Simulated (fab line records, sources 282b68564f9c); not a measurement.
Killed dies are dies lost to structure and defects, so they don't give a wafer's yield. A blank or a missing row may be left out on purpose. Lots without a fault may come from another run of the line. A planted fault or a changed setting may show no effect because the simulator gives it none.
fab line records | flow rit_cmos
record lots=15 wafers=45 last_day=7
route steps=202 shown CONTACT@179 M1@202
lots that met no fault: from a run of the same line without faults
start_h: hours from the record's first day to the start of the lot's first wafer shown | wait_h: hours since the lot's step before | " the same as in the row above | L1.1+2: a row that stands for several wafers | - no value, or no start given | * or withheld: withheld | < > ~ a bound
route shown NAME@n: a module of which the file shows steps, and the number in the route of the first | usual: mean/standard deviation of fault-free wafers | same: alike in all rows | chamber/n: place in a boat | sites: the reading at each site | _std_site: their standard deviation | _edge_site: outer sites' mean less inner sites' | radius_mm: how far each site lies from the wafer's centre | mask NAME#n: copy n | behind: the tool/chamber that last shaped the wafer | hold: why the lot was held/for how many hours/how that ended | device: the transistor (n, p or np) that didn't switch | end of line: the same wafers' tests at the end of the route | a step without rows: its recipe alone | killed: dies lost to structure and defects at the first sort, not the wafer's yield | map: a wafer's dies, x killed, . not, _ none there
set.NAME: the setting as run; set.NAME@STEP: as run at that earlier step | model.NAME: the simulator's own value behind a step, which no gauge read
steps of the route over a sample of lots; a table a step, a row a wafer
services: from which hour (start_h, from the record's first day; less than 0 if before it) a tool's chamber was out of use, for how many hours, and why
## steps
# step RIT_CONTACT_ETCH_11
# recipe target_depth_a=4800 over_etch_frac=0.2 stop_on=TiSi2 chemistry=CHF3/CF4/Ar target=SiO2 CHF3_flow_sccm=50 cf4_flow_sccm=10 Ar_flow_sccm=100 O2_flow_sccm=5 pressure_mtorr=100 rf_w=200 time_s=320
# usual CHF3_flow_sccm=50.01/0.14 O2_flow_sccm=4.999/0.015 drypump_motor_current_A=5.7/0.48 oes_product_au=0.989/0.015 throttle_valve_pct=8.80/0.1
# columns lot.wafer tool chamber start_h wait_h CHF3_flow_sccm O2_flow_sccm drypump_motor_current_A oes_product_au rf_hours_counter_h throttle_valve_pct
L935.2 rie_diel-02 0 57.08 0.1 50.07 4.997 5.0 0.982 135 8.80
L935.4 " 3 " " 50.19 4.980 6.5 0.987 6 8.86
L935.5 " 2 " " 49.95 5.002 6.4 1.013 - 8.82
L936.1 rie_diel-02 2 64.93 0.1 49.93 4.975 6.4 1.016 112 8.83
L936.2 " 1 " " 50.02 4.974 5.7 1.014 4 8.81
L936.4 " 3 " " 50.05 5.014 6.5 0.988 6 8.87
L938.1 rie_diel-04 3 74.10 0.1 50.25 4.972 5.6 0.969 6 8.60
L938.5 " 3 " " 50.30 4.999 5.7 0.967 - 8.60
L938.6 " 2 " " 50.05 4.981 5.5 0.976 - 8.78
L940.1 rie_diel-02 3 83.37 0.1 49.98 4.999 6.5 0.979 7 8.87
L940.2 " 1 " " 49.95 5.028 5.7 1.003 4 8.81
L940.5 " 0 " " 50.03 4.995 5.0 0.989 - 8.81
L941.2 rie_diel-02 3 87.52 0.1 50.03 5.007 6.5 0.980 7 8.84
L941.3 " 1 " " 50.15 4.995 5.7 1.005 4 8.82
L941.5 " 1 " " 49.95 5.030 5.7 1.005 - 8.82
L942.2 rie_diel-03 2 92.67 0.1 49.95 5.004 4.8 0.969 7 8.77
L942.5 " 2 " " 49.84 5.005 4.8 0.971 - 8.75
L942.6 " 1 " " 50.00 4.985 5.5 0.997 - 8.92
L943.1 rie_diel-04 0 96.96 0.1 50.25 5.034 5.5 1.000 12 8.99
L943.4 " 3 " " 50.00 5.016 5.6 0.959 6 8.58
L943.6 " 0 " " 49.89 4.996 5.5 0.996 - 8.99
L944.1 rie_diel-04 3 102.02 0.1 50.07 5.003 5.6 0.961 6 8.62
L944.4 " 1 " " 50.20 4.997 5.8 0.970 5 8.81
L944.6 " 2 " " 50.16 4.980 5.5 0.980 - 8.80
L945.2 rie_diel-03 3 104.81 0.1 49.93 5.007 5.8 0.991 128 8.73
L945.3 " 2 " " 49.96 5.023 4.8 0.975 8 8.76
L945.4 " 0 " " 49.85 5.004 5.6 0.998 120 8.62
L947.2 rie_diel-04 3 113.79 0.1 49.92 5.002 5.6 0.968 7 8.61
L947.4 " 0 " " 50.32 4.989 5.5 0.998 13 9.01
L947.5 " 0 " " 49.97 4.982 5.5 1.001 - 9.00
L949.2 rie_diel-04 3 126.48 0.1 49.88 5.015 5.6 0.968 7 8.59
L949.3 " 2 " " 50.29 5.002 5.5 0.973 7 8.79
L949.6 " 3 " " 49.65 5.013 5.6 0.975 - 8.62
L951.2 rie_diel-03 2 132.84 0.1 - - - - - -
L951.3 " 0 " " - - - - - -
L951.6 " 0 " " - - - - - -
L952.1 rie_diel-03 2 138.97 0.1 - - - - - -
L952.2 " 0 " " - - - - - -
L952.6 " 2 " " - - - - - -
L953.1 rie_diel-03 0 146.57 0.1 - - - - - -
L953.3 " 2 " " - - - - - -
L953.6 " 2 " " - - - - - -
L958.1 rie_diel-02 3 174.33 0.1 49.96 4.998 6.5 0.991 9 8.86
L958.4 " 0 " " 49.96 5.006 5.0 0.988 137 8.81
L958.6 " 2 " " 50.33 4.992 6.4 1.015 - 8.82
# step RIT_CONTACT_CD_MEAS_90
# recipe target_cd_nm=1000
# usual cd_nm=999.8/2.1
# columns lot.wafer tool chamber start_h wait_h cd_nm
L935.2 cd_sem-02 - 57.47 0.1 1000.8
L935.4 " - " " 998.6
L935.5 " - " " 1000.8
L936.1 cd_sem-01 - 65.30 0.1 1000.2
L936.2 " - " " 999.0
L936.4 " - " " 998.7
L938.1 cd_sem-02 - 74.47 0.1 1002.8
L938.5 " - " " 1002.7
L938.6 " - " " 1004.5
L940.1 cd_sem-02 - 83.74 0.1 997.6
L940.2 " - " " 998.9
L940.5 " - " " 996.6
L941.2 cd_sem-02 - 87.91 0.1 997.5
L941.3 " - " " 999.0
L941.5 " - " " 999.1
L942.2 cd_sem-02 - 93.06 0.1 997.8
L942.5 " - " " 996.6
L942.6 " - " " 999.7
L943.1 cd_sem-02 - 97.33 0.1 999.3
L943.4 " - " " 1000.4
L943.6 " - " " 1001.0
L944.1 cd_sem-02 - 102.38 0.1 1002.9
L944.4 " - " " 1004.7
L944.6 " - " " 1002.6
L945.2 cd_sem-02 - 105.20 0.1 999.1
L945.3 " - " " 999.4
L945.4 " - " " 996.8
L947.2 cd_sem-02 - 114.18 0.1 1001.3
L947.4 " - " " 1001.3
L947.5 " - " " 1001.4
L949.2 cd_sem-02 - 126.87 0.1 997.8
L949.3 " - " " 998.3
L949.6 " - " " 999.8
L951.2 cd_sem-01 - 133.23 0.1 -
L951.3 " - " " -
L951.6 " - " " -
L952.1 cd_sem-02 - 139.34 0.1 -
L952.2 " - " " -
L952.6 " - " " -
L953.1 cd_sem-02 - 146.94 0.1 -
L953.3 " - " " -
L953.6 " - " " -
L958.1 cd_sem-01 - 174.70 0.1 1001.8
L958.4 " - " " 1001.1
L958.6 " - " " 1001.8
# step RIT_M1_PROBE_99
# usual killed_at_contacts=0.1/0.3 killed_at_front_end=7/3.3 killed_dies=7/3.3 killed_on_rim=2.2/1.4 killed_open=3.8/2.3 killed_short=3.5/2.1
# same gross_dies=264 killed_at_M0_to_M3=0 killed_at_M4_up=0 killed_at_back_side=0 killed_at_other=0
# columns lot.wafer tool chamber start_h wait_h killed_at_contacts killed_at_front_end killed_dies killed_on_rim killed_open killed_short
L951.2 prober-01 - 137.80 0.1 259 5 264 70 3 2
L951.3 prober-01 - 137.85 0.2 252 12 264 70 8 4
L951.6 prober-01 - 138.00 0.2 254 10 264 70 6 4
L952.1 prober-02 - 143.96 0.1 258 6 264 70 3 3
L952.2 prober-02 - 144.01 0.1 255 9 264 70 3 6
L952.6 prober-02 - 144.21 0.2 260 4 264 70 2 2
L953.1 prober-01 - 151.62 0.1 252 12 264 70 3 9
L953.3 prober-01 - 151.72 0.2 255 9 264 70 5 4
L953.6 prober-01 - 151.87 0.2 260 4 264 70 3 1
# killed by level:class
L951.2 CONTACT:area_etch=259 GATE:geometric_particle:short=1 GATE:geometric_particle:open=1 REOX:geometric_particle:short=1 REOX:geometric_particle:open=1 SILICIDE:geometric_particle:open=1
L951.3 CONTACT:area_etch=252 GATE:geometric_particle:short=3 REOX:geometric_particle:open=3 SPACER:geometric_particle:open=2 FOX1:geometric_particle:open=1 GATE:geometric_particle:open=1 SPACER:geometric_particle:short=1 SILICIDE:geometric_particle:open=1
L951.6 CONTACT:area_etch=254 REOX:geometric_particle:open=3 GATE:geometric_particle:short=1 GATE:geometric_particle:open=1 REOX:geometric_particle:short=1 SPACER:geometric_particle:short=1 SPACER:geometric_particle:open=1 SILICIDE:geometric_particle:short=1
L952.1 CONTACT:area_etch=258 GATE:geometric_particle:open=3 GATE:geometric_particle:short=2 SPACER:geometric_particle:short=1
L952.2 CONTACT:area_etch=255 FOX1:geometric_particle:short=3 GATE:geometric_particle:short=2 REOX:geometric_particle:open=2 REOX:geometric_particle:short=1 SILICIDE:geometric_particle:open=1
L952.6 CONTACT:area_etch=260 GATE:geometric_particle:open=1 REOX:geometric_particle:open=1 SPACER:geometric_particle:short=1 SILICIDE:geometric_particle:short=1
L953.1 CONTACT:area_etch=252 GATE:geometric_particle:short=3 FOX2:geometric_particle:short=2 REOX:geometric_particle:short=2 FOX1:geometric_particle:short=1 FOX2:geometric_particle:open=1 REOX:geometric_particle:open=1 SPACER:geometric_particle:open=1
L953.3 CONTACT:area_etch=255 FOX1:geometric_particle:open=3 FOX1:geometric_particle:short=2 FOX2:geometric_particle:short=1 REOX:geometric_particle:open=1 SPACER:geometric_particle:open=1 SPACER:geometric_particle:short=1
L953.6 CONTACT:area_etch=260 FOX1:geometric_particle:open=1 FOX1:geometric_particle:short=1 FOX2:geometric_particle:open=1 GATE:geometric_particle:open=1
## services
# columns tool chamber start_h hours kind
rie_diel-02 3 47.18 3.2 repair
rie_diel-04 3 86.84 2.3 repair
rie_diel-04 0 125.20 9.8 repair
rie_diel-04 - 128.07 13.8 repair
rie_diel-04 3 129.12 3.5 repair
rie_diel-03 3 131.54 16.4 repair
rie_diel-02 2 141.63 17.9 repair
rie_diel-03 2 157.16 2.7 repair
rie_diel-04 2 157.16 4.5 repair
rie_diel-03 3 160.37 17.6 repair
## key
first_sign step=RIT_CONTACT_ETCH_11 reading=tool_record direction=missing
effect step=RIT_CONTACT_CD_MEAS_90 reading=cd_nm direction=missing
effect step=RIT_M1_PROBE_99 reading=killed_at_contacts direction=up sigmas=99+ usual=0.1 struck=256.1
more_kills_born_at RIT_CONTACT_ETCH_11@rie_diel-03=2305
met_at RIT_CONTACT_ETCH_11
struck_lots L951,L952,L953
later_rows_left_out L951.2,L951.3,L951.6,L952.1,L952.2,L952.6,L953.1,L953.3,L953.6
tester_left_out L951,L952,L953
onset_between 104.81 132.84
fault kind=skipped_step_whole tool=rie_diel-03 chamber=- onset_h=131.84 steps=RIT_CONTACT_ETCH_11 scope=struck_lots_only
# tester_left_out: of these lots the tester's yield and bins aren't shown, on N5 and GAA mostly nor the transistor test; their killed dies are dies lost to structure and defects alone, not to doping, threshold or leakage, so they don't give the yield
# later_rows_left_out: the simulator's readings of these wafers behind a module that went badly wrong aren't trusted and aren't shown, but for the sort
